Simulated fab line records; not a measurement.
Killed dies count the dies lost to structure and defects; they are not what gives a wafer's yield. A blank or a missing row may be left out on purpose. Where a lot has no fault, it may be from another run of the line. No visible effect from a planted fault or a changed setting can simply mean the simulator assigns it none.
Lot-split experiment || flow rit cmos || 27 wafers read across 5 lots, on a route 202 steps long

== THE SPLIT ITSELF ==
At RIT_M1_SPUTTER_00 (material Al, target thk 400 nm, time 500 s), the setting time s was moved away from the recipe's 500 s on 12 of the 27 wafers read, by -57.8% to +36.6%. This setting was run at the recipe's value on the other wafers.

== FROM THE SPLIT TO THE READING: what the file shows between them, 5 steps ==
- RIT_M1_RS_MEAS_01: measures by four-point-probe
- RIT_M1_THK_MEAS_02: measures by xrf
- RIT_M1_HMDS_03: prime time 60 s
- RIT_M1_COAT_04: resist thk 1300 nm
- RIT_M1_HARDBAKE_11: time 120 s

== THE READING ==
oes product au, in a.u., at RIT_M1_METAL_ETCH_12 (etches Al in Cl2/BCl3, stops on SiO2, time 165 s, target depth 600 nm). Typical for fault-free wafers on this fab line: 0.778 a.u., with standard deviation 0.014 a.u.

{"wafer": "L076.1", "tool, chamber at the split": "pvd sputter-02, -", "time s as run, s": 500, "against the recipe": "recipe", "oes product au, a.u.": 0.779, "against lot-mates on the recipe": "-"}
{"wafer": "L076.2", "tool, chamber at the split": "pvd sputter-02, -", "time s as run, s": 500, "against the recipe": "recipe", "oes product au, a.u.": 0.793, "against lot-mates on the recipe": "-"}
{"wafer": "L076.5", "tool, chamber at the split": "pvd sputter-02, -", "time s as run, s": 500, "against the recipe": "recipe", "oes product au, a.u.": 0.798, "against lot-mates on the recipe": "-"}
{"wafer": "L078.1", "tool, chamber at the split": "pvd sputter-03, -", "time s as run, s": 210.9, "against the recipe": "-57.8%", "oes product au, a.u.": 0.521, "against lot-mates on the recipe": -0.260}
{"wafer": "L078.2", "tool, chamber at the split": "pvd sputter-03, -", "time s as run, s": 500, "against the recipe": "recipe", "oes product au, a.u.": 0.782, "against lot-mates on the recipe": "-"}
{"wafer": "L078.3", "tool, chamber at the split": "pvd sputter-03, -", "time s as run, s": 210.9, "against the recipe": "-57.8%", "oes product au, a.u.": 0.531, "against lot-mates on the recipe": -0.250}
{"wafer": "L078.4", "tool, chamber at the split": "pvd sputter-03, -", "time s as run, s": 210.9, "against the recipe": "-57.8%", "oes product au, a.u.": 0.529, "against lot-mates on the recipe": -0.252}
{"wafer": "L078.5", "tool, chamber at the split": "pvd sputter-03, -", "time s as run, s": 500, "against the recipe": "recipe", "oes product au, a.u.": 0.787, "against lot-mates on the recipe": "-"}
{"wafer": "L078.6", "tool, chamber at the split": "pvd sputter-03, -", "time s as run, s": 500, "against the recipe": "recipe", "oes product au, a.u.": 0.773, "against lot-mates on the recipe": "-"}
{"wafer": "L083.1", "tool, chamber at the split": "pvd sputter-02, -", "time s as run, s": 234.2, "against the recipe": "-53.2%", "oes product au, a.u.": 0.574, "against lot-mates on the recipe": -0.218}
{"wafer": "L083.2", "tool, chamber at the split": "pvd sputter-02, -", "time s as run, s": 500, "against the recipe": "recipe", "oes product au, a.u.": 0.786, "against lot-mates on the recipe": "-"}
{"wafer": "L083.3", "tool, chamber at the split": "pvd sputter-02, -", "time s as run, s": 234.2, "against the recipe": "-53.2%", "oes product au, a.u.": 0.540, "against lot-mates on the recipe": -0.252}
{"wafer": "L083.4", "tool, chamber at the split": "pvd sputter-02, -", "time s as run, s": 500, "against the recipe": "recipe", "oes product au, a.u.": 0.791, "against lot-mates on the recipe": "-"}
{"wafer": "L083.5", "tool, chamber at the split": "pvd sputter-02, -", "time s as run, s": 234.2, "against the recipe": "-53.2%", "oes product au, a.u.": 0.549, "against lot-mates on the recipe": -0.243}
{"wafer": "L083.6", "tool, chamber at the split": "pvd sputter-02, -", "time s as run, s": 500, "against the recipe": "recipe", "oes product au, a.u.": 0.800, "against lot-mates on the recipe": "-"}
{"wafer": "L084.1", "tool, chamber at the split": "pvd sputter-03, -", "time s as run, s": 500, "against the recipe": "recipe", "oes product au, a.u.": 0.792, "against lot-mates on the recipe": "-"}
{"wafer": "L084.2", "tool, chamber at the split": "pvd sputter-03, -", "time s as run, s": 500, "against the recipe": "recipe", "oes product au, a.u.": 0.795, "against lot-mates on the recipe": "-"}
{"wafer": "L084.3", "tool, chamber at the split": "pvd sputter-03, -", "time s as run, s": 682.8, "against the recipe": "+36.6%", "oes product au, a.u.": 0.953, "against lot-mates on the recipe": "+0.160"}
{"wafer": "L084.4", "tool, chamber at the split": "pvd sputter-03, -", "time s as run, s": 500, "against the recipe": "recipe", "oes product au, a.u.": 0.793, "against lot-mates on the recipe": "-"}
{"wafer": "L084.5", "tool, chamber at the split": "pvd sputter-03, -", "time s as run, s": 682.8, "against the recipe": "+36.6%", "oes product au, a.u.": 0.952, "against lot-mates on the recipe": "+0.159"}
{"wafer": "L084.6", "tool, chamber at the split": "pvd sputter-03, -", "time s as run, s": 682.8, "against the recipe": "+36.6%", "oes product au, a.u.": 0.952, "against lot-mates on the recipe": "+0.159"}
{"wafer": "L085.1", "tool, chamber at the split": "pvd sputter-02, -", "time s as run, s": 500, "against the recipe": "recipe", "oes product au, a.u.": 0.756, "against lot-mates on the recipe": "-"}
{"wafer": "L085.2", "tool, chamber at the split": "pvd sputter-02, -", "time s as run, s": 500, "against the recipe": "recipe", "oes product au, a.u.": 0.759, "against lot-mates on the recipe": "-"}
{"wafer": "L085.3", "tool, chamber at the split": "pvd sputter-02, -", "time s as run, s": 500, "against the recipe": "recipe", "oes product au, a.u.": 0.738, "against lot-mates on the recipe": "-"}
{"wafer": "L085.4", "tool, chamber at the split": "pvd sputter-02, -", "time s as run, s": 672.4, "against the recipe": "+34.5%", "oes product au, a.u.": 0.924, "against lot-mates on the recipe": "+0.173"}
{"wafer": "L085.5", "tool, chamber at the split": "pvd sputter-02, -", "time s as run, s": 672.4, "against the recipe": "+34.5%", "oes product au, a.u.": 0.913, "against lot-mates on the recipe": "+0.162"}
{"wafer": "L085.6", "tool, chamber at the split": "pvd sputter-02, -", "time s as run, s": 672.4, "against the recipe": "+34.5%", "oes product au, a.u.": 0.915, "against lot-mates on the recipe": "+0.164"}

THE FIT
A straight line over all 27 wafers: oes product au changes by +0.00434 a.u. for each +1% of time s; r = +0.99; the points scatter about the line by 0.016 a.u.
The same after taking each lot's own level away (the mean of its wafers on the recipe; 27 wafers): +0.00448 a.u. for each +1%; r = +1.00; scatter 0.0088 a.u.
That fit puts the effect of the largest move of time s on the reading at 0.26 a.u.
From 0.7510 to 0.7933 a.u.: that is the span of the lots' own levels, equal to 3.0 times the standard deviation above.
The two slopes agree, so the slope changes little with the lot-to-lot level.
Check: for one of the wafers moved furthest among these (-57.8%), held out of the fit, the line's prediction against its lot-mates is -0.257 a.u. It came out at -0.26 a.u. against them.

== OTHER SPLITS APPLIED TO THESE WAFERS ==
Before the reading, these wafers also passed through other splits. Each is held against what the fit with the lots' levels taken away leaves over:
{"other split on the same wafers": "RIT_ACTIVE_OXIDATION_01 ox time s", "wafers away from the commonest value": 12, "r with oes product au (lot level and that fit taken away)": -0.12}
{"other split on the same wafers": "RIT_REOX_OXIDATION_03 ox time s", "wafers away from the commonest value": 21, "r with oes product au (lot level and that fit taken away)": "+0.19"}
{"other split on the same wafers": "RIT_SPACER_CVD_03 time s", "wafers away from the commonest value": 21, "r with oes product au (lot level and that fit taken away)": -0.23}

== THE WHOLE CHAIN: every reading that the file lists as answering this split, in the file's order ==
{"step": "RIT_M1_SPUTTER_00", "what it does": "material Al, target thk 400 nm, time 500 s", "reading": "Al_of_M1_SPUTTER_00.thk nm (the simulator's own value, which no gauge read)", "change (the file's fit)": "+3.99 nm for each +1% of the setting", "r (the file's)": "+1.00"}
{"step": "RIT_M1_RS_MEAS_01", "what it does": "measures by four-point-probe", "reading": "M1_AL_RS", "change (the file's fit)": "-0.00141 for each +1% of the setting", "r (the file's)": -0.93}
{"step": "RIT_M1_THK_MEAS_02", "what it does": "measures by xrf", "reading": "M1_AL_THK", "change (the file's fit)": "+3.95 for each +1% of the setting", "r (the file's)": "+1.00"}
{"step": "RIT_M1_METAL_ETCH_12", "what it does": "etches Al in Cl2/BCl3, stops on SiO2, time 165 s, target depth 600 nm", "reading": "oes product au", "change (the file's fit)": "+0.00447 a.u. for each +1% of the setting", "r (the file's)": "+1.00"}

== THE FILE'S OWN FIT ==
oes product au changes by +0.00447 a.u. for each +1% of time s, r = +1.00.
